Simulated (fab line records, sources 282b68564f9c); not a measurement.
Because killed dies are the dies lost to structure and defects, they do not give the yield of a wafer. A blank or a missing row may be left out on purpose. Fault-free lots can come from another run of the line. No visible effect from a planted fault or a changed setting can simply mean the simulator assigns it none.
fab line records	flow rit-cmos
record lots=6	wafers=18	last-day=7
route steps=202 shown M1@185
lots with no fault: from the same line, run without faults
start-h: hours from the record's first day to the start of the lot's first wafer shown	wait-h: hours from the lot's prior step to this one	" the same as in the row above	L1.1+2: a row that stands for several wafers	- value missing, or start not given	* or withheld: withheld	< > ~ a bound
route shown NAME@n: a module of which the file shows steps, and the number in the route of the first	usual: mean/standard deviation of fault-free wafers	same: alike in all rows	chamber/n: place in a boat	sites: per-site readings	_std_site: the values' standard deviation	_edge_site: the outer-site mean with the inner-site mean subtracted	radius-mm: for every site, how far away it sits from the centre of the wafer	mask NAME#n: copy n	behind: the most recent tool/chamber to have shaped the wafer	hold: the reason the lot was held/the length of the hold in hours/how it ended	device: the n, p or np transistor that did not switch	end of line: tests of these same wafers at the route's end	a step given without rows: its recipe and nothing more	killed: count of dies lost to structure and defects at first sort (not the wafer's yield)	map: a wafer's dies, x killed, . not, _ none there
set.NAME: the setting that was run; set.NAME@STEP: the one run at that earlier step	model.NAME: the simulator's own value behind a step, which no gauge read
certain route steps with their lots: each step a table, each wafer a row
services: from which hour (start-h, from the record's first day; less than 0 if before it) a tool's chamber was out of use, for how many hours, and why
## steps
# step RIT_M1_RS_MEAS_01
# recipe thk-meas-gauge=four-point-probe	reads=Al_of_M1_SPUTTER_00
# usual M1_AL_RS=0.0739/0.00079
lot.wafer	tool	chamber	start-h	wait-h	M1_AL_RS[ohm/sq]
L799.3	film-metro-04	-	53.25	0.2	0.0745
L799.4	"	-	"	"	0.0737
L799.6	"	-	"	"	0.0736
L803.2	film-metro-04	-	72.87	0.2	0.0739
L803.5	"	-	"	"	0.0741
L803.6	"	-	"	"	0.0743
L809.2	film-metro-04	-	103.31	0.2	0.0743
L809.3	"	-	"	"	0.0742
L809.6	"	-	"	"	0.0746
L810.1	film-metro-03	-	107.83	0.1	0.0742
L810.5	"	-	"	"	0.0744
L810.6	"	-	"	"	0.0728
L819.2	film-metro-03	-	153.53	0.2	0.0760
L819.3	"	-	"	"	0.0763
L819.6	"	-	"	"	0.0761
L820.2	film-metro-01	-	158.44	0.2	0.0736
L820.4	"	-	"	"	0.0739
L820.5	"	-	"	"	0.0742
# step RIT_M1_THK_MEAS_02
# recipe thk-meas-gauge=xrf	reads=Al_of_M1_SPUTTER_00
# usual M1_AL_THK=401/4.6
lot.wafer	tool	chamber	start-h	wait-h	M1_AL_THK[nm]
L799.3	film-metro-04	-	53.35	0.1	398
L799.4	"	-	"	"	403
L799.6	"	-	"	"	405
L803.2	film-metro-04	-	72.98	0.1	405
L803.5	"	-	"	"	404
L803.6	"	-	"	"	403
L809.2	film-metro-04	-	103.42	0.1	401
L809.3	"	-	"	"	400
L809.6	"	-	"	"	400
L810.1	film-metro-03	-	107.95	0.1	399
L810.5	"	-	"	"	399
L810.6	"	-	"	"	407
L819.2	film-metro-03	-	153.64	0.1	393
L819.3	"	-	"	"	387
L819.6	"	-	"	"	390
L820.2	film-metro-01	-	158.55	0.1	402
L820.4	"	-	"	"	397
L820.5	"	-	"	"	399
# step RIT_M1_HMDS_03
# recipe prime-time-s=60	prime-temp-c=140
# step RIT_M1_COAT_04
# recipe resist=NOVOLAK	spin-rpm=2000	resist-thk-nm=1300
# step RIT_M1_SOFTBAKE_05
# recipe resist=NOVOLAK	temp-c=90	time-s=60
# step RIT_M1_EXPOSE_06
# recipe mask-id=M12	na=0.6	source-shape=conventional	sigma-outer=0.5	target-cd-nm=2600	dose-mj=250
# step RIT_M1_PEB_07
# recipe resist=NOVOLAK	temp-c=withheld	time-s=withheld
# step RIT_M1_DEVELOP_08
# recipe resist=NOVOLAK	develop-time-s=68	dev-temp-c=23
# step RIT_M1_CD_MEAS_09
# recipe target-cd-nm=2600
# usual cd-nm=2600.4/2.2
lot.wafer	tool	chamber	start-h	wait-h	cd-nm
L799.3	cd-sem-02	-	54.31	-	2599.3
L799.4	"	-	"	"	2600.2
L799.6	"	-	"	"	2598.8
L803.2	cd-sem-01	-	73.93	-	2599.2
L803.5	"	-	"	"	2599.0
L803.6	"	-	"	"	2599.3
L809.2	cd-sem-02	-	104.37	-	2600.3
L809.3	"	-	"	"	2602.0
L809.6	"	-	"	"	2599.4
L810.1	cd-sem-02	-	108.89	-	2602.1
L810.5	"	-	"	"	2598.7
L810.6	"	-	"	"	2600.0
L819.2	cd-sem-02	-	154.72	-	2603.0
L819.3	"	-	"	"	2603.9
L819.6	"	-	"	"	2603.4
L820.2	cd-sem-02	-	159.63	-	2600.3
L820.4	"	-	"	"	2601.2
L820.5	"	-	"	"	2600.6
# step RIT_M1_OVL_MEAS_10
# usual M1_OVL=0.7/1.5
lot.wafer	tool	chamber	start-h	wait-h	M1_OVL[nm]
L799.3	overlay-01	-	54.40	0.1	0.9
L799.4	"	-	"	"	2.2
L799.6	"	-	"	"	-0.2
L803.2	overlay-01	-	74.03	0.1	0.0
L803.5	"	-	"	"	-1.1
L803.6	"	-	"	"	-2.0
L809.2	overlay-01	-	104.47	0.1	0.6
L809.3	"	-	"	"	0.5
L809.6	"	-	"	"	0.3
L810.1	overlay-01	-	109.01	0.1	1.8
L810.5	"	-	"	"	1.9
L810.6	"	-	"	"	2.4
L819.2	overlay-01	-	154.82	0.1	0.8
L819.3	"	-	"	"	1.5
L819.6	"	-	"	"	0.3
L820.2	overlay-01	-	159.73	0.1	-1.0
L820.4	"	-	"	"	1.0
L820.5	"	-	"	"	1.6
# step RIT_M1_HARDBAKE_11
# recipe resist=NOVOLAK	temp-c=140	time-s=120
# step RIT_M1_METAL_ETCH_12
# recipe stop-on=SiO2	chemistry=Cl2/BCl3	target=Al	time-s=165	over-etch-frac=0.5	pressure-mtorr=100	target-depth-a=6000	rf-w=250	Cl2_flow_sccm=60	bcl3-flow-sccm=50
# usual drypump-motor-current-A=5.5/0.49	oes-product-au=0.777/0.014	throttle-valve-pct=8.32/0.11
# same time-s=165
lot.wafer	tool	chamber	start-h	wait-h	drypump-motor-current-A	oes-product-au	rf-hours-counter-h	throttle-valve-pct
L799.3	rie-metal-03	0	54.73	0.2	6.0	0.763	-	8.32
L799.4	"	1	"	"	4.8	0.789	-	8.31
L799.6	"	0	"	"	5.9	0.768	-	8.33
L803.2	rie-metal-04	1	74.31	0.2	5.8	0.755	4	8.45
L803.5	"	1	"	"	5.8	0.759	-	8.46
L803.6	"	0	"	"	4.9	0.797	-	8.40
L809.2	rie-metal-04	0	104.75	0.2	4.9	0.800	5	8.41
L809.3	"	0	"	"	4.9	0.784	-	8.40
L809.6	"	0	"	"	4.9	0.799	-	8.43
L810.1	rie-metal-02	0	109.29	0.2	5.9	0.775	37	8.16
L810.5	"	1	"	"	5.5	0.766	-	8.12
L810.6	"	0	"	"	5.9	0.783	-	8.17
L819.2	rie-metal-04	0	155.10	0.2	4.9	0.789	6	8.41
L819.3	"	0	"	"	4.9	0.772	-	8.41
L819.6	"	0	"	"	4.9	0.788	-	8.39
L820.2	rie-metal-02	0	160.01	0.2	5.8	0.768	0	8.15
L820.4	"	0	"	"	5.9	0.769	-	8.16
L820.5	"	1	"	"	5.5	0.764	-	8.15
# step RIT_M1_STRIP_13
# recipe chemistry=nmp	resist=NOVOLAK	temp-c=80	time-s=600	dry=n2-spin
# usual bath-guard-temp-C=80.2/0.4
# same time-s=600
lot.wafer	tool	chamber	start-h	wait-h	bath-guard-temp-C
L799.3	wet-bench-03	2	54.83	0.1	79.8
L799.4	"	2	"	"	79.7
L799.6	"	2	"	"	79.8
L803.2	wet-bench-02	0	74.48	0.1	80.7
L803.5	"	0	"	"	80.6
L803.6	"	0	"	"	80.6
L809.2	wet-bench-02	1	104.91	0.1	80.2
L809.3	"	1	"	"	80.1
L809.6	"	1	"	"	79.9
L810.1	wet-bench-02	1	109.46	0.1	80.2
L810.5	"	1	"	"	80.1
L810.6	"	1	"	"	80.1
L819.2	wet-bench-03	2	155.27	0.1	79.9
L819.3	"	2	"	"	79.7
L819.6	"	2	"	"	79.8
L820.2	wet-bench-03	1	160.17	0.1	81.1
L820.4	"	1	"	"	81.0
L820.5	"	1	"	"	80.9
# step RIT_M1_STRIP_14
# recipe chemistry=O2	time-s=180	platen-temp-c=withheld	power-w=500	pressure-mtorr=4000	o2-flow-sccm=4000
# usual drypump-motor-current-A=5.6/0.4
# same time-s=180
lot.wafer	tool	chamber	start-h	wait-h	drypump-motor-current-A	rf-hours-counter-h
L799.3	plasma-asher-04	1	55.07	0.1	5.7	-
L799.4	"	0	"	"	5.9	-
L799.6	"	0	"	"	5.9	-
L803.2	plasma-asher-01	1	74.67	0.0	5.2	20
L803.5	"	0	"	"	5.2	-
L803.6	"	1	"	"	5.2	-
L809.2	plasma-asher-02	0	105.30	0.0	6.1	50
L809.3	"	1	"	"	5.2	-
L809.6	"	1	"	"	5.2	-
L810.1	plasma-asher-02	1	109.63	0.0	5.1	50
L810.5	"	1	"	"	5.2	-
L810.6	"	0	"	"	6.1	-
L819.2	plasma-asher-04	0	155.44	0.0	5.9	4
L819.3	"	1	"	"	5.7	-
L819.6	"	1	"	"	5.7	-
L820.2	plasma-asher-02	0	160.35	0.0	6.2	56
L820.4	"	1	"	"	5.2	-
L820.5	"	1	"	"	5.1	-
# step RIT_M1_CD_MEAS_90
# recipe target-cd-nm=2600
# usual cd-nm=2599/3.4
lot.wafer	tool	chamber	start-h	wait-h	cd-nm
L799.3	cd-sem-01	-	55.22	0.1	2596
L799.4	"	-	"	"	2598
L799.6	"	-	"	"	2595
L803.2	cd-sem-01	-	74.86	0.1	2601
L803.5	"	-	"	"	2602
L803.6	"	-	"	"	2596
L809.2	cd-sem-01	-	105.49	0.1	2597
L809.3	"	-	"	"	2600
L809.6	"	-	"	"	2597
L810.1	cd-sem-02	-	109.81	0.1	2602
L810.5	"	-	"	"	2600
L810.6	"	-	"	"	2600
L819.2	cd-sem-01	-	155.64	0.1	2602
L819.3	"	-	"	"	2603
L819.6	"	-	"	"	2603
L820.2	cd-sem-01	-	160.54	0.1	2601
L820.4	"	-	"	"	2603
L820.5	"	-	"	"	2600
# step RIT_M1_ANNEAL_15
# recipe temp-c=450	time-s=1800	ambient=forming_gas_H2N2
# step RIT_M1_BOW_MEAS_16
# recipe mode=bow
# usual M1_BOW=17/6.3
lot.wafer	tool	chamber	start-h	wait-h	M1_BOW[um]
L799.3	film-metro-04	-	57.46	0.0	14
L799.4	"	-	"	"	10
L799.6	"	-	"	"	14
L803.2	film-metro-03	-	76.48	0.0	23
L803.5	"	-	"	"	22
L803.6	"	-	"	"	13
L809.2	film-metro-03	-	107.13	0.0	25
L809.3	"	-	"	"	17
L809.6	"	-	"	"	7
L810.1	film-metro-04	-	111.43	0.0	22
L810.5	"	-	"	"	25
L810.6	"	-	"	"	10
L819.2	film-metro-03	-	158.32	0.0	23
L819.3	"	-	"	"	11
L819.6	"	-	"	"	23
L820.2	film-metro-04	-	162.63	0.0	16
L820.4	"	-	"	"	21
L820.5	"	-	"	"	7
# step RIT_M1_PROBE_99
# usual defect-limited-yield=97.1/1.1	killed_at_M0_to_M3=0/0	killed-at-front-end=7.5/2.8	killed-dies=7.6/2.8	killed-on-rim=2.0/1.6	killed-open=3.9/2.1	killed-short=3.7/1.7	sort_bin_3_pad_short=0.1/0.2	sort_bin_5_function=1.7/0.85	sort_bin_6_memory=1.1/0.71	sort-n-pass=256.4/2.8	sort-yield-pct=97.1/1.1
# same gross-dies=264	killed_at_M4_up=0	killed-at-back-side=0	killed-at-contacts=0	killed-at-other=0
lot.wafer	tool	chamber	start-h	wait-h	defect-limited-yield[%]	killed_at_M0_to_M3	killed-at-front-end	killed-dies	killed-on-rim	killed-open	killed-short	sort_bin_3_pad_short[%]	sort_bin_5_function[%]	sort_bin_6_memory[%]	sort-n-pass	sort-yield-pct[%]	model.etest.tester.sort-n-pass	model.etest.tester.sort-yield-pct	model.etest.tester.sort_bin_5_pct
L799.3	prober-01	-	57.64	0.2	95.8	0	11	11	4	5	6	0	3.0	1.1	253.0	95.8	253	95.83	3.03
L799.4	prober-01	-	57.69	0.2	94.7	0	14	14	5	7	7	0	2.3	3.0	250.0	94.7	250	94.7	2.273
L799.6	prober-01	-	57.79	0.2	98.1	0	5	5	1	2	3	0.4	0.8	0.8	259.0	98.1	259	98.11	0.7576
L803.2	prober-01	-	76.63	0.1	95.1	0	13	13	5	12	1	0	3.8	1.1	251.0	95.1	251	95.08	3.788
L803.5	prober-01	-	76.78	0.2	98.1	0	5	5	1	2	3	0	1.9	0	259.0	98.1	259	98.11	1.894
L803.6	prober-01	-	76.83	0.2	97.7	0	6	6	2	3	3	0.4	1.9	0	258.0	97.7	258	97.73	1.894
L809.2	prober-01	-	107.28	0.1	90.2	20	6	26	8	4	2	3.0	6.1	0.8	238.0	90.2	238	90.15	6.061
L809.3	prober-01	-	107.33	0.2	90.5	20	5	25	9	3	2	2.3	6.8	0.4	239.0	90.5	239	90.53	6.818
L809.6	prober-01	-	107.48	0.2	89.8	21	6	27	10	2	4	0.8	6.8	2.7	237.0	89.8	237	89.77	6.818
L810.1	prober-02	-	111.55	0.1	88.3	22	9	31	10	5	4	1.9	7.6	2.3	233.0	88.3	233	88.26	7.576
L810.5	prober-02	-	111.75	0.2	89.0	21	8	29	10	5	3	1.5	8.0	1.5	235.0	89.0	235	89.02	7.955
L810.6	prober-02	-	111.80	0.2	90.5	22	3	25	9	0	3	1.1	6.8	1.5	239.0	90.5	239	90.53	6.818
L819.2	prober-01	-	158.47	0.1	98.1	0	5	5	2	3	2	0	1.1	0.8	259.0	98.1	259	98.11	1.136
L819.3	prober-01	-	158.52	0.2	95.1	0	13	13	4	9	4	0	2.3	2.7	251.0	95.1	251	95.08	2.273
L819.6	prober-01	-	158.67	0.2	98.1	0	5	5	1	3	2	0	1.5	0.4	259.0	98.1	259	98.11	1.515
L820.2	prober-02	-	162.78	0.1	96.6	0	9	9	3	3	6	0	0.8	2.7	255.0	96.6	255	96.59	0.7576
L820.4	prober-02	-	162.88	0.2	97.7	0	6	6	1	2	4	0.8	1.1	0.4	258.0	97.7	258	97.73	1.136
L820.5	prober-02	-	162.93	0.2	97.7	0	6	6	2	5	1	0	1.5	0.8	258.0	97.7	258	97.73	1.515
# killed by level:class
L799.3 FOX2:geometric-particle:open=2 GATE:geometric-particle:open=2 REOX:geometric-particle:short=2 SPACER:geometric-particle:short=2 GATE:geometric-particle:short=1 SPACER:geometric-particle:open=1 SILICIDE:geometric-particle:short=1
L799.4 GATE:geometric-particle:short=4 FOX1:geometric-particle:open=3 GATE:geometric-particle:open=3 FOX1:geometric-particle:short=1 FOX2:geometric-particle:short=1 SILICIDE:geometric-particle:short=1 SILICIDE:geometric-particle:open=1
L799.6 GATE:geometric-particle:short=2 FOX1:geometric-particle:open=1 FOX2:geometric-particle:short=1 GATE:geometric-particle:open=1
L803.2 GATE:geometric-particle:open=5 FOX1:geometric-particle:open=2 SILICIDE:geometric-particle:open=2 ACTIVE:geometric-particle:open=1 REOX:geometric-particle:open=1 REOX:geometric-particle:short=1 SPACER:geometric-particle:open=1
L803.5 FOX2:geometric-particle:open=1 GATE:geometric-particle:short=1 REOX:geometric-particle:open=1 SPACER:geometric-particle:short=1 SILICIDE:geometric-particle:short=1
L803.6 GATE:geometric-particle:open=3 GATE:geometric-particle:short=2 FOX1:geometric-particle:short=1
L809.2 M1:unspecified=20 GATE:geometric-particle:open=3 REOX:geometric-particle:short=2 REOX:geometric-particle:open=1
L809.3 M1:unspecified=20 FOX2:geometric-particle:short=1 GATE:geometric-particle:open=1 GATE:geometric-particle:short=1 REOX:geometric-particle:open=1 SPACER:geometric-particle:open=1
L809.6 M1:unspecified=21 GATE:geometric-particle:short=3 FOX1:geometric-particle:open=1 REOX:geometric-particle:short=1 SPACER:geometric-particle:open=1
L810.1 M1:unspecified=22 GATE:geometric-particle:short=3 GATE:geometric-particle:open=2 SPACER:geometric-particle:open=2 REOX:geometric-particle:open=1 SPACER:geometric-particle:short=1
L810.5 M1:unspecified=21 GATE:geometric-particle:open=3 SPACER:geometric-particle:short=3 SPACER:geometric-particle:open=2
L810.6 M1:unspecified=22 SILICIDE:geometric-particle:short=1 GATE:geometric-particle:short=1 REOX:geometric-particle:short=1
L819.2 GATE:geometric-particle:open=3 GATE:geometric-particle:short=2
L819.3 GATE:geometric-particle:open=7 GATE:geometric-particle:short=3 FOX2:geometric-particle:open=2 FOX2:geometric-particle:short=1
L819.6 GATE:geometric-particle:open=2 GATE:geometric-particle:short=1 REOX:geometric-particle:open=1 SILICIDE:geometric-particle:short=1
L820.2 GATE:geometric-particle:short=2 GATE:geometric-particle:open=2 REOX:geometric-particle:short=2 FOX1:geometric-particle:short=1 FOX2:geometric-particle:short=1 REOX:geometric-particle:open=1
L820.4 FOX2:geometric-particle:short=1 FOX2:geometric-particle:open=1 GATE:geometric-particle:short=1 REOX:geometric-particle:short=1 SILICIDE:geometric-particle:open=1 SILICIDE:geometric-particle:short=1
L820.5 GATE:geometric-particle:open=2 FOX2:geometric-particle:open=1 SILICIDE:geometric-particle:open=1 GATE:geometric-particle:short=1 REOX:geometric-particle:open=1
# map L809.6 (x killed, . not)
________xxxxxx._______
_____...xxxxxxx...____
____....xxxxxxx....___
___x......x...x.....__
__................x.._
__..................._
_.....................
_.....................
_.....................
_.....................
__..................._
__................x.._
___..........x......__
____...............___
_____.............____
________..x...._______
# map L810.1 (x killed, . not)
________xxxxxx._______
_____..xxxxxxxx...____
____....xxxxxx.....___
___.....x.xx........__
__..............x...._
__x.................._
_...x.................
_..........x..........
_............x........
_.....................
__........x..x......._
__..................._
___......x..........__
____...............___
_____.............____
________......._______
## services
tool	chamber	start-h	hours	kind
rie-metal-02	-	41.78	2.8	pm
rie-metal-03	-	49.80	1.3	repair
rie-metal-04	1	91.86	7.7	repair
plasma-asher-04	-	108.75	9.0	pm
plasma-asher-04	0	108.75	9.0	vent-cycle
plasma-asher-04	1	108.75	9.0	vent-cycle
plasma-asher-04	0	117.75	-	clean
plasma-asher-04	1	117.75	-	clean
rie-metal-02	-	136.12	20.0	pm
rie-metal-02	0	136.12	20.0	vent-cycle
rie-metal-02	1	136.12	20.0	vent-cycle
plasma-asher-01	-	137.26	4.1	repair
rie-metal-02	0	156.12	-	clean
rie-metal-02	1	156.12	-	clean
## key
first-sign step=RIT_M1_PROBE_99	reading=killed_at_M0_to_M3	direction=up	sigmas=21	usual=0	struck=21
effect step=RIT_M1_PROBE_99	reading=defect-limited-yield	direction=down	sigmas=6.9	usual=97.1	struck=89.7
model-effect step=RIT_M1_PROBE_99	value=etest.tester.sort-n-pass	without=257.5	struck=236.8
met-at RIT_M1_STRIP_13
struck-wafers L809.2,L809.3,L809.6,L810.1,L810.5,L810.6
onset-between 74.48 104.91
fault kind=chamber-particle-source	tool=wet-bench-02	chamber=-	onset-h=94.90	steps=RIT_M1_STRIP_13	rate-per-visit-cm2=0.8474	end-h=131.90
